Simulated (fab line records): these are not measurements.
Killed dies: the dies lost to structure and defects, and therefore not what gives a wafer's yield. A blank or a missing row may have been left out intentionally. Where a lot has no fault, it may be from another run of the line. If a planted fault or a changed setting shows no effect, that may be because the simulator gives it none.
Problem report in the 8D (eight disciplines) form, filled by code || flow berkeley cmos170 || the parts of the form that need people (team, actions taken, sign-off) are left out

1. THE ISSUE
At UCB170_PVT_STRIP_08, strip time to endpoint s averages 23.68 s over 6 wafers from 2 lots, while fault-free wafers read 21.62 s, standard deviation 0.052. Measured from the usual mean, that is +40 standard deviations.
The step: strips in O2.
First observed at day 10 00:38: wafer L284.2, on plasma asher-02. Wafers with a number at this step in the record: 36, from 12 lots. Rule for "out", or "out of limits": more than 4 standard deviations from the usual mean. The rest of the wafers with a number are treated as sound.

2. WHAT IT IS; WHAT IT IS NOT
{"question": "which readings at this step", "is": "strip time to endpoint s", "is not": "drypump motor current A, oes product au"}
{"question": "which lots", "is": "L284, L286", "is not": "L270, L271, L272, L273, L274, L275, L276, L277, L278, L291"}
{"question": "which wafers of those lots", "is": "all that have a number", "is not": "-"}
{"question": "read on which tools", "is": "plasma asher-02, plasma asher-03", "is not": "plasma asher-04"}
{"question": "when", "is": "from day 10 00:38", "is not": "up to then (27 sound wafers); but 3 sound wafers of L291 came after"}

3. THE SUSPECTS, EACH WITH WHAT RULES IT OUT
Counting: any tool at a process step up to the reading is kept as a suspect provided that every lot that is out went through it and no sound lot did after the first of them.
- litho track-02 at UCB170_PVT_COAT_01 (resist thk 900 nm): kept. All lots that are out passed through it, beginning with L284 at day 9 23:46, and no sound lot followed; its final sound lot before that point was L274 at day 8 00:05.
Left after counting: litho track-02 at UCB170_PVT_COAT_01.

4. THE CAUSE (what the simulator had put in)
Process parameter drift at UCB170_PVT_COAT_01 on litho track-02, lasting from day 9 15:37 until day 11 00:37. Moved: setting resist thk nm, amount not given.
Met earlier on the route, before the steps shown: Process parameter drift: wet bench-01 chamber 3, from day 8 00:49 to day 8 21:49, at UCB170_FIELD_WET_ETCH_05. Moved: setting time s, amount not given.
Only this tool survived the counting.

5. SEQUENCE OF EFFECTS, ordered by route
Rows list readings where the struck wafers' mean (over those with a number) sits beyond 3 standard deviations from the usual. Only readings whose record carries a usual standard deviation are examined. hours: median over the lots of the time between each lot's start at the first step of this table that gives one and its start at this step. sigmas: the change, counted in usual standard deviations.
{"hours": 0, "step": "UCB170_PVT_STRIP_08", "reading": "strip time to endpoint s", "usual": "21.62 s", "on struck wafers": 23.68, "change": "+2.06", "sigmas": "+40"}
Its process steps:
- UCB170_PVT_STRIP_08: strips in O2.
Later steps that measure or inspect, where all struck wafers having a row at the step show a number for every such reading and not one has moved that far: UCB170_PVT_TW_MEAS_09, UCB170_PLDD_OVL_MEAS_07.

6. HOW IT WOULD HAVE BEEN CAUGHT EARLIER
The fault began at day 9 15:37; the first out-of-limits reading in this record came at day 10 00:38, 9 hours later.
Of the tool readings at UCB170_PVT_COAT_01 for which the record gives a usual standard deviation, none was out on any struck wafer, so an alarm limit of 4 standard deviations on them would not have fired.
Lots out: 2; of these, L286 started UCB170_PVT_COAT_01 on litho track-02 after day 10 00:38. Holding the tool at that time would have saved it.
